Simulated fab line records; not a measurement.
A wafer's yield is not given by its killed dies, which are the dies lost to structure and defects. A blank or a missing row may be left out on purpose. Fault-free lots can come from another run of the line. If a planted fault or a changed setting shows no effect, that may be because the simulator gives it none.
Which tool did it? + flow berkeley-cmos170 + 15 lots with 45 wafers sampled at 7 steps, on a route of 331 steps

## WHAT EACH GAUGE READ, for each wafer
UCB170_FIELD_THK_MEAS_02. Usual: FIELD_OXIDE_THK gives 562 nm (standard deviation 11).
| lot  | measured     | on            | FIELD_OXIDE_THK (nm) | flag |
|------|--------------|---------------|----------------------|------|
| L848 | day 5 06:38  | film-metro-02 | 573 580 575          |      |
| L850 | day 5 22:20  | film-metro-04 | 552 551 544          |      |
| L851 | day 5 22:20  | film-metro-02 | 566 569 563          |      |
| L852 | day 6 10:02  | film-metro-01 | 682 691 691          | OFF  |
| L853 | day 6 10:07  | film-metro-01 | 660 665 672          | OFF  |
| L854 | day 6 10:02  | film-metro-02 | 679 682 669          | OFF  |
| L862 | day 8 14:43  | film-metro-01 | 574 573 584          |      |
| L864 | day 8 23:42  | film-metro-02 | 569 573 562          |      |
| L863 | day 8 23:43  | film-metro-01 | 564 568 569          |      |
| L865 | day 8 23:46  | film-metro-01 | 577 579 577          |      |
| L866 | day 9 13:14  | film-metro-02 | 570 566 558          |      |
| L868 | day 10 01:05 | film-metro-02 | 565 573 552          |      |
| L870 | day 10 09:25 | film-metro-01 | 542 545 543          |      |
| L869 | day 10 09:25 | film-metro-02 | 545 551 553          |      |
| L871 | day 10 15:10 | film-metro-01 | 569 579 561          |      |

UCB170_FIELD_THK_MEAS_90. Usual: FIELD_OXIDE_LEFT_1_THK gives 446 nm (standard deviation 11).
| lot  | measured     | on            | FIELD_OXIDE_LEFT_1_THK (nm) | flag |
|------|--------------|---------------|-----------------------------|------|
| L848 | day 5 15:29  | film-metro-01 | 455 461 456                 |      |
| L850 | day 6 14:53  | film-metro-04 | 435 434 428                 |      |
| L851 | day 6 14:53  | film-metro-02 | 450 453 448                 |      |
| L852 | day 6 23:02  | film-metro-01 | 565 574 573                 | OFF  |
| L853 | day 6 23:04  | film-metro-02 | 543 549 556                 | OFF  |
| L854 | day 6 23:02  | film-metro-04 | 561 564 551                 | OFF  |
| L862 | day 9 00:11  | film-metro-02 | 455 453 465                 |      |
| L864 | day 9 10:02  | film-metro-02 | 451 454 444                 |      |
| L863 | day 9 10:03  | film-metro-01 | 446 450 451                 |      |
| L865 | day 9 10:02  | film-metro-04 | 459 460 459                 |      |
| L866 | day 9 23:02  | film-metro-01 | 455 449 441                 |      |
| L868 | day 10 09:53 | film-metro-04 | 449 457 436                 |      |
| L870 | day 10 20:01 | film-metro-04 | 424 426 425                 |      |
| L869 | day 10 20:01 | film-metro-02 | 429 435 437                 |      |
| L871 | day 11 00:32 | film-metro-01 | 454 464 446                 |      |

UCB170_FIELD_THK_MEAS_91. Usual: FIELD_OXIDE_LEFT_2_THK gives 357 nm (standard deviation 11).
| lot  | measured     | on            | FIELD_OXIDE_LEFT_2_THK (nm) | flag |
|------|--------------|---------------|-----------------------------|------|
| L848 | day 6 22:42  | film-metro-02 | 367 373 368                 |      |
| L850 | day 7 14:11  | film-metro-01 | 346 345 338                 |      |
| L851 | day 7 14:55  | film-metro-04 | 361 364 359                 |      |
| L852 | day 8 01:40  | film-metro-02 | 477 485 485                 | OFF  |
| L853 | day 8 01:38  | film-metro-04 | 455 460 467                 | OFF  |
| L854 | day 8 01:23  | film-metro-04 | 472 474 462                 | OFF  |
| L862 | day 10 00:52 | film-metro-01 | 368 366 377                 |      |
| L864 | day 10 12:01 | film-metro-04 | 363 366 357                 |      |
| L863 | day 10 12:17 | film-metro-04 | 358 362 363                 |      |
| L865 | day 10 11:59 | film-metro-01 | 371 372 372                 |      |
| L866 | day 10 22:30 | film-metro-01 | 366 362 354                 |      |
| L868 | day 11 06:02 | film-metro-02 | 360 369 347                 |      |
| L870 | day 11 21:28 | film-metro-01 | 336 338 337                 |      |
| L869 | day 11 21:13 | film-metro-02 | 341 347 349                 |      |
| L871 | day 12 01:28 | film-metro-01 | 366 376 359                 |      |

UCB170_NSD_CD_MEAS_06 targets a cd of 1200 nm. Usual: cd-nm 1200.0 nm, standard deviation 1.1.
| lot  | measured     | on        | cd-nm (nm)           | flag |
|------|--------------|-----------|----------------------|------|
| L848 | day 8 05:54  | cd-sem-02 | 1199.7 1199.8 1201.6 |      |
| L850 | day 8 15:20  | cd-sem-02 | 1200.5 1200.2 1199.6 |      |
| L851 | day 8 15:03  | cd-sem-01 | 1202.9 1202.6 1203.4 |      |
| L852 | day 9 09:14  | cd-sem-02 | 1198.9 1199.5 1199.1 |      |
| L853 | day 9 09:08  | cd-sem-01 | 1200.3 1199.0 1199.5 |      |
| L854 | day 9 08:58  | cd-sem-02 | 1199.6 1199.4 1198.6 |      |
| L862 | day 11 10:06 | cd-sem-02 | 1199.5 1199.3 1200.1 |      |
| L864 | day 11 20:31 | cd-sem-01 | 1199.2 1197.4 1198.2 |      |
| L863 | day 11 20:19 | cd-sem-01 | 1200.9 1200.4 1201.4 |      |
| L865 | day 11 20:11 | cd-sem-01 | 1199.1 1198.7 1199.4 |      |
| L866 | day 12 01:12 | cd-sem-02 | 1198.6 1199.8 1200.0 |      |
| L868 | day 12 11:35 | cd-sem-02 | 1199.9 1199.1 1199.7 |      |
| L870 | day 13 04:35 | cd-sem-01 | 1199.6 1198.9 1198.6 |      |
| L869 | day 13 04:19 | cd-sem-02 | 1199.0 1199.8 1199.9 |      |
| L871 | day 13 08:58 | cd-sem-01 | 1200.4 1199.8 1199.7 |      |

## TOOL THAT RAN EACH LOT (tool first, then ch and the chambers of the sampled wafers, then the start)
| lot  | UCB170_NWELL_ETCH_13              | UCB170_FIELD_OXIDATION_01     | UCB170_NVT_STRIP_08                  |
|------|-----------------------------------|-------------------------------|--------------------------------------|
| L848 | rie-diel-01 ch 1,2, day 2 14:19   | furnace-01 ch 0, day 5 03:38  | plasma-asher-02 ch 0,1, day 6 20:53  |
| L850 | rie-diel-01 ch 1,2,3, day 3 04:46 | furnace-01 ch 0, day 5 19:20  | plasma-asher-04 ch 0,1, day 7 10:23  |
| L851 | rie-diel-03 ch 1,3, day 3 05:01   | furnace-01 ch 0, day 5 19:20  | plasma-asher-02 ch 0,1, day 7 10:37  |
| L852 | rie-diel-01 ch 1,3, day 3 11:47   | furnace-01 ch 0, day 6 07:01  | plasma-asher-01 ch 0,1, day 7 20:57  |
| L853 | rie-diel-03 ch 0,1,2, day 3 12:02 | furnace-01 ch 0, day 6 07:01  | plasma-asher-02 ch 0,1, day 7 21:04  |
| L854 | rie-diel-02 ch 0,2,3, day 3 12:16 | furnace-01 ch 0, day 6 07:01  | plasma-asher-04 ch 0,1, day 7 20:41  |
| L862 | rie-diel-03 ch 0,2,3, day 5 09:52 | furnace-02 ch 0, day 8 11:43  | plasma-asher-02 ch 0,1, day 9 22:58  |
| L864 | rie-diel-01 ch 0,1,3, day 5 19:47 | furnace-04 ch 0, day 8 20:42  | plasma-asher-04 ch 0,1, day 10 10:16 |
| L863 | rie-diel-03 ch 0,3, day 5 20:04   | furnace-04 ch 0, day 8 20:42  | plasma-asher-02 ch 0,1, day 10 10:23 |
| L865 | rie-diel-03 ch 0,1,3, day 6 05:10 | furnace-04 ch 0, day 8 20:42  | plasma-asher-02 ch 0,1, day 10 10:04 |
| L866 | rie-diel-02 ch 0,2, day 6 15:53   | furnace-04 ch 0, day 9 10:14  | plasma-asher-01 ch 0,1, day 10 19:41 |
| L868 | rie-diel-02 ch 0,2,3, day 7 00:01 | furnace-02 ch 0, day 9 22:05  | plasma-asher-04 ch 0,1, day 11 03:58 |
| L870 | rie-diel-02 ch 0,2,3, day 7 07:58 | furnace-02 ch 0, day 10 06:25 | plasma-asher-02 ch 0,1, day 11 16:13 |
| L869 | rie-diel-03 ch 1,2, day 7 08:12   | furnace-02 ch 0, day 10 06:25 | plasma-asher-01 ch 1, day 11 15:56   |
| L871 | rie-diel-03 ch 1,2, day 7 19:12   | furnace-04 ch 0, day 10 12:06 | plasma-asher-02 ch 0,1, day 11 20:40 |
- UCB170_NWELL_ETCH_13: etches Si3N4 in CH3F/Ar/O2, stops on SiO2, target depth 246.4 nm, time 154 s.
- UCB170_FIELD_OXIDATION_01: target thk 558.3 nm, ox time 7200 s.
- UCB170_NVT_STRIP_08: strips in O2.

## WHAT THE TOOLS THEMSELVES READ (means of the sampled wafers that have a number; where no wafer has one, the mark that the record gives instead)
UCB170_NWELL_ETCH_13. Usual: drypump-motor-current-A 5.7 A, standard deviation 0.46; oes-product-au 0.937 a.u., standard deviation 0.015; rf-fwd-power-W 447.9 W, standard deviation 1.3; throttle-valve-pct 8.01 %, standard deviation 0.11.
| lot  | tool        | drypump-motor-current-A (A) | oes-product-au (a.u.) | rf-fwd-power-W (W) | throttle-valve-pct (%) | flag |
|------|-------------|-----------------------------|-----------------------|--------------------|------------------------|------|
| L848 | rie-diel-01 | 5.3                         | 0.938                 | 449.6              | 8.00                   |      |
| L850 | rie-diel-01 | 5.7                         | 0.926                 | 447.4              | 7.99                   |      |
| L851 | rie-diel-03 | 6.0                         | 0.956                 | 446.8              | 8.11                   |      |
| L852 | rie-diel-01 | 5.2                         | 0.941                 | 449.6              | 8.00                   |      |
| L853 | rie-diel-03 | 5.6                         | 0.926                 | 448.5              | 8.02                   |      |
| L854 | rie-diel-02 | 5.8                         | 0.941                 | 447.1              | 8.03                   |      |
| L862 | rie-diel-03 | 5.7                         | 0.932                 | 447.1              | 7.97                   |      |
| L864 | rie-diel-01 | 5.4                         | 0.922                 | 448.0              | 8.02                   |      |
| L863 | rie-diel-03 | 5.8                         | 0.951                 | 447.8              | 7.99                   |      |
| L865 | rie-diel-03 | 5.8                         | 0.949                 | 448.6              | 8.06                   |      |
| L866 | rie-diel-02 | 5.6                         | 0.932                 | 447.5              | 8.13                   |      |
| L868 | rie-diel-02 | 5.8                         | 0.941                 | 447.4              | 8.04                   |      |
| L870 | rie-diel-02 | 5.8                         | 0.939                 | 448.2              | 8.03                   |      |
| L869 | rie-diel-03 | 5.4                         | 0.923                 | 448.8              | 8.00                   |      |
| L871 | rie-diel-03 | 5.5                         | 0.934                 | 448.2              | 7.99                   |      |

UCB170_FIELD_OXIDATION_01. Usual: spike-tc-centre-C 1002.1 C, standard deviation 1.7; spike-tc-load-C 1026.3 C, standard deviation 2; spike-tc-source-C 1024.4 C, standard deviation 1.9; tube-center-temp-C 1000 C, standard deviation 0.09; tube_center_temp_C_max 1002.5, standard deviation 0.4.
| lot  | tool       | spike-tc-centre-C (C) | spike-tc-load-C (C) | spike-tc-source-C (C) | tube-center-temp-C (C) | tube_center_temp_C_max | flag |
|------|------------|-----------------------|---------------------|-----------------------|------------------------|------------------------|------|
| L848 | furnace-01 | 1000.4                | 1026.0              | 1025.4                | 1000                   | 1002.5                 |      |
| L850 | furnace-01 | 1000.7                | 1026.9              | 1025.5                | 1000                   | 1002.3                 |      |
| L851 | furnace-01 | 999.5                 | 1026.9              | 1023.9                | 1000                   | 1002.4                 |      |
| L852 | furnace-01 | 1032.7                | 1057.8              | 1057.3                | 1032                   | 1034.3                 | OFF  |
| L853 | furnace-01 | 1031.7                | 1058.8              | 1058.2                | 1032                   | 1034.5                 | OFF  |
| L854 | furnace-01 | 1031.2                | 1059.4              | 1057.0                | 1032                   | 1034.8                 | OFF  |
| L862 | furnace-02 | 1003.4                | 1028.0              | 1022.8                | 1000                   | 1002.7                 |      |
| L864 | furnace-04 | 1003.2                | 1022.9              | 1025.9                | 1000                   | 1002.6                 |      |
| L863 | furnace-04 | 1003.0                | 1023.3              | 1026.8                | 1000                   | 1002.5                 |      |
| L865 | furnace-04 | 1002.5                | 1023.5              | 1027.4                | 1000                   | 1002.5                 |      |
| L866 | furnace-04 | 1003.1                | 1023.7              | 1026.7                | 1000                   | 1002.4                 |      |
| L868 | furnace-02 | 1002.9                | 1028.5              | 1022.5                | 1000                   | 1002.5                 |      |
| L870 | furnace-02 | 1003.7                | 1027.2              | 1022.7                | 1000                   | 1002.4                 |      |
| L869 | furnace-02 | 1003.4                | 1028.5              | 1022.0                | 1000                   | 1002.3                 |      |
| L871 | furnace-04 | 1002.7                | 1024.1              | 1026.4                | 1000                   | 1002.7                 |      |

UCB170_NVT_STRIP_08. Usual: drypump-motor-current-A 5.5 A, standard deviation 0.31; oes-product-au 0.734 a.u., standard deviation 0.0041; strip-time-to-endpoint-s 21.61 s, standard deviation 0.069.
| lot  | tool            | drypump-motor-current-A (A) | oes-product-au (a.u.) | strip-time-to-endpoint-s (s) | flag |
|------|-----------------|-----------------------------|-----------------------|------------------------------|------|
| L848 | plasma-asher-02 | 5.7                         | 0.730                 | 21.58                        |      |
| L850 | plasma-asher-04 | 5.6                         | 0.733                 | 21.64                        |      |
| L851 | plasma-asher-02 | 5.7                         | 0.732                 | 21.51                        |      |
| L852 | plasma-asher-01 | 5.5                         | 0.734                 | 21.62                        |      |
| L853 | plasma-asher-02 | 5.7                         | 0.731                 | 21.67                        |      |
| L854 | plasma-asher-04 | 5.5                         | 0.737                 | 21.62                        |      |
| L862 | plasma-asher-02 | 5.7                         | 0.735                 | 21.54                        |      |
| L864 | plasma-asher-04 | 5.5                         | 0.737                 | 21.57                        |      |
| L863 | plasma-asher-02 | 5.7                         | 0.731                 | 21.68                        |      |
| L865 | plasma-asher-02 | 5.5                         | 0.732                 | 21.62                        |      |
| L866 | plasma-asher-01 | 5.6                         | 0.733                 | 21.60                        |      |
| L868 | plasma-asher-04 | 5.6                         | 0.734                 | 21.60                        |      |
| L870 | plasma-asher-02 | 5.5                         | 0.728                 | 21.58                        |      |
| L869 | plasma-asher-01 | 5.8                         | 0.733                 | 21.61                        |      |
| L871 | plasma-asher-02 | 5.5                         | 0.734                 | 21.67                        |      |

## THE ANSWER, worked out from the rows above alone
Rule: a lot is off if the mean of its wafers that have a number lies more than 3 standard deviations from the usual mean. Also off: a lot with no number at a reading for which 4 or more lots have one. Where the step has rows for the other lots, those lots are counted as sound. The gauges are gone through in route order, then the tools' own readings, and for those a lot's mean is taken as printed above. The first step at which some lot is off is used, and at that step the reading that is off furthest; a lot without a number counts as furthest.
Off: L852, L853, L854, seen at UCB170_FIELD_THK_MEAS_02 (FIELD_OXIDE_THK).
If a tool, at a process step before that reading, ran all the lots that are off and no sound lot after the first of them, it fits. Not tried: the gauges at UCB170_FIELD_THK_MEAS_02; whatever is off there is also off at UCB170_FIELD_OXIDATION_01, on other tools, and gauge error can't account for it. One fits: furnace-01 at UCB170_FIELD_OXIDATION_01. Its last sound lot is L850 (day 5 19:20), its first lot that is off L852 (day 6 07:01): a fault that began between those two fits.
The tool's own readings at UCB170_FIELD_OXIDATION_01 bear it out: on the lots that are off they differ by more than 5 times the standard deviation of the sound lots' means. spike-tc-centre-C reads 1031.9 C there against 1002.4 C on the sound lots; spike-tc-load-C reads 1058.7 C there against 1025.8 C on the sound lots; spike-tc-source-C reads 1057.5 C there against 1024.8 C on the sound lots; tube-center-temp-C reads 1032 C there against 1000 C on the sound lots; tube_center_temp_C_max reads 1034.5 there against 1002.5 on the sound lots.

## WHAT HAD BEEN PUT IN BY THE SIMULATOR
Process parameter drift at UCB170_FIELD_OXIDATION_01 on furnace-01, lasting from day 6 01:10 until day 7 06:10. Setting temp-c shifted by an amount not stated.
Lots struck among those shown: L852, L854, L853. Same finding as the rule above.
